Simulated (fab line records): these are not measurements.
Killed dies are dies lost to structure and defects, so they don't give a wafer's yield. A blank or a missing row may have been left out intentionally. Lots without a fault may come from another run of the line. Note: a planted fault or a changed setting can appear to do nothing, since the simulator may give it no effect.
A sampling plan put to the test    flow rit-cmos    12 faults told of in these records, all on one fab line, each judged by the records of the lots it struck
The plan is the line's own looks: the steps of the route at which a gauge or an inspection reads the wafer and doesn't change it. A look is open to judgement when struck wafers have a number at it and the file gives its usual mean and standard deviation on fault-free wafers. Caught: a look later than the fault's first step finds the struck wafers' mean 4 or more of those standard deviations (sigma) from the usual mean. On the tool: the same test on the tool's own readings at the fault's steps. Another recipe on the struck wafers, or a record that is blank for them alone, also counts as caught.

## THE FAULTS, as the simulator had put them in
1. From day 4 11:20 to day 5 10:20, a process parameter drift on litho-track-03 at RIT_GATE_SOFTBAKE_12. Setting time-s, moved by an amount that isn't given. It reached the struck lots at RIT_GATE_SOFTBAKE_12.
2. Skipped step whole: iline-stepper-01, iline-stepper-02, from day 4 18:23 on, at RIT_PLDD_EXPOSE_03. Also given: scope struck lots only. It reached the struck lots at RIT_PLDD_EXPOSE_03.
3. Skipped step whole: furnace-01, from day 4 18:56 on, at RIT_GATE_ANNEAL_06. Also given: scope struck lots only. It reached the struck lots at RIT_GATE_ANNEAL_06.
4. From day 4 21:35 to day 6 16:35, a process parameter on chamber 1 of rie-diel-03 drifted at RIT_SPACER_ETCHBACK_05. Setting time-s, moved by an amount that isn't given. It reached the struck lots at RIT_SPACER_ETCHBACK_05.
5. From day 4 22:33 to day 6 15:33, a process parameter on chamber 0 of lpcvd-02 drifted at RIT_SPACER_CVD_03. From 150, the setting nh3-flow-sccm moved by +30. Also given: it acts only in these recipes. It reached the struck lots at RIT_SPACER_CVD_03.
6. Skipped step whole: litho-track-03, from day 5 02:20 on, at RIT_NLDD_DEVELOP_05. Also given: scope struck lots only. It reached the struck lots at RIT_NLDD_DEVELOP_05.
7. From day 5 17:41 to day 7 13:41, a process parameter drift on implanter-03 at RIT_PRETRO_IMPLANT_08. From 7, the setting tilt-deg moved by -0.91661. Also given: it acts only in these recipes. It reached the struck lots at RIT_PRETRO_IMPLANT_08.
8. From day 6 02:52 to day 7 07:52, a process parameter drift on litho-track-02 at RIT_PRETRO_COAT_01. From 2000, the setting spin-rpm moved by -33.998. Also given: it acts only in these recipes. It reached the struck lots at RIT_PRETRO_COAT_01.
9. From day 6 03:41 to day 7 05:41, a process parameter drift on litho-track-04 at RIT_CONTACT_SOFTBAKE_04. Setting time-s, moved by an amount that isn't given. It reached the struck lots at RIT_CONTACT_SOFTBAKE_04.
10. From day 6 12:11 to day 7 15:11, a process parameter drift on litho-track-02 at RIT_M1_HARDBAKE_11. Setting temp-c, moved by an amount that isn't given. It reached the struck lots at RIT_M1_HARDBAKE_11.
11. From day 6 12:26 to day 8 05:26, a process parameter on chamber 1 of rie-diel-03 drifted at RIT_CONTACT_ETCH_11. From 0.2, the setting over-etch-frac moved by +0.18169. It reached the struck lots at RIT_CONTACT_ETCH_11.
12. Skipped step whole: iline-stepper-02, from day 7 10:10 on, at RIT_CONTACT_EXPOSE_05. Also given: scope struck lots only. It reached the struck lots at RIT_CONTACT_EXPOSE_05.

## WHAT THE PLAN SAW
fault  on the tool itself                                first look that catches it      reading, sigma          median hours from its first step to that look  hours from the fault's start to the first struck lot there  judged looks passed uncaught
1      run-length-s -39 sigma                            no look after it can be judged  -                       -                                              -                                                           0
2      no reading that can be judged                     no look after it can be judged  -                       -                                              -                                                           0
3      the tool's record is blank for the struck wafers  no look after it can be judged  -                       -                                              -                                                           0
4      run-length-s +99 or beyond sigma                  no look after it can be judged  -                       -                                              -                                                           0
5      nh3-flow-sccm +67 sigma                           RIT_SPACER_THK_MEAS_04          SPACER_NITRIDE_THK +14  1.9                                            7                                                           0
6      the tool's record is blank for the struck wafers  no look after it can be judged  -                       -                                              -                                                           0
7      tilt-deg -41 sigma                                no look after it can be judged  -                       -                                              -                                                           0
8      spin-speed-rpm -26 sigma                          no look after it can be judged  -                       -                                              -                                                           0
9      heater-power-total-W +99 or beyond sigma          no look after it can be judged  -                       -                                              -                                                           0
10     heater-power-total-W -9.9 sigma                   no look after it can be judged  -                       -                                              -                                                           0
11     under 2 sigma                                     no look after it can be judged  -                       -                                              -                                                           0
12     no reading that can be judged                     no look after it can be judged  -                       -                                              -                                                           0
A dash: the fault is not caught, or the number is missing from these records.

Caught at a look: 1 of 12. Caught on the tool: 9 of 12. By one or the other: 9 of 12.
On the tool alone, faults 1, 3, 4, 6, 7, 8, 9, 10 were caught.
Caught by neither: faults 2, 11, 12.

## THINNER SAMPLING
In the worst case, this is how late the first struck lot would be measured if the look that catches a fault measured only every second or every third lot, by lot number:
fault  struck lots at that look, in order of time  every lot  every second lot  every third lot
5      L628                                        7 h        may miss it       may miss it
Hours are from the fault's start to the first struck lot that is measured. 4 sigma limit: tested on the pooled struck wafers, so a lone lot may be under it. Other struck lots may not be in these records.

## THE LONGEST TIMED WAY FROM STEP TO LOOK
In fault 5, a median of 1.9 hours elapses between RIT_SPACER_CVD_03 and RIT_SPACER_THK_MEAS_04. No look between them can be judged.
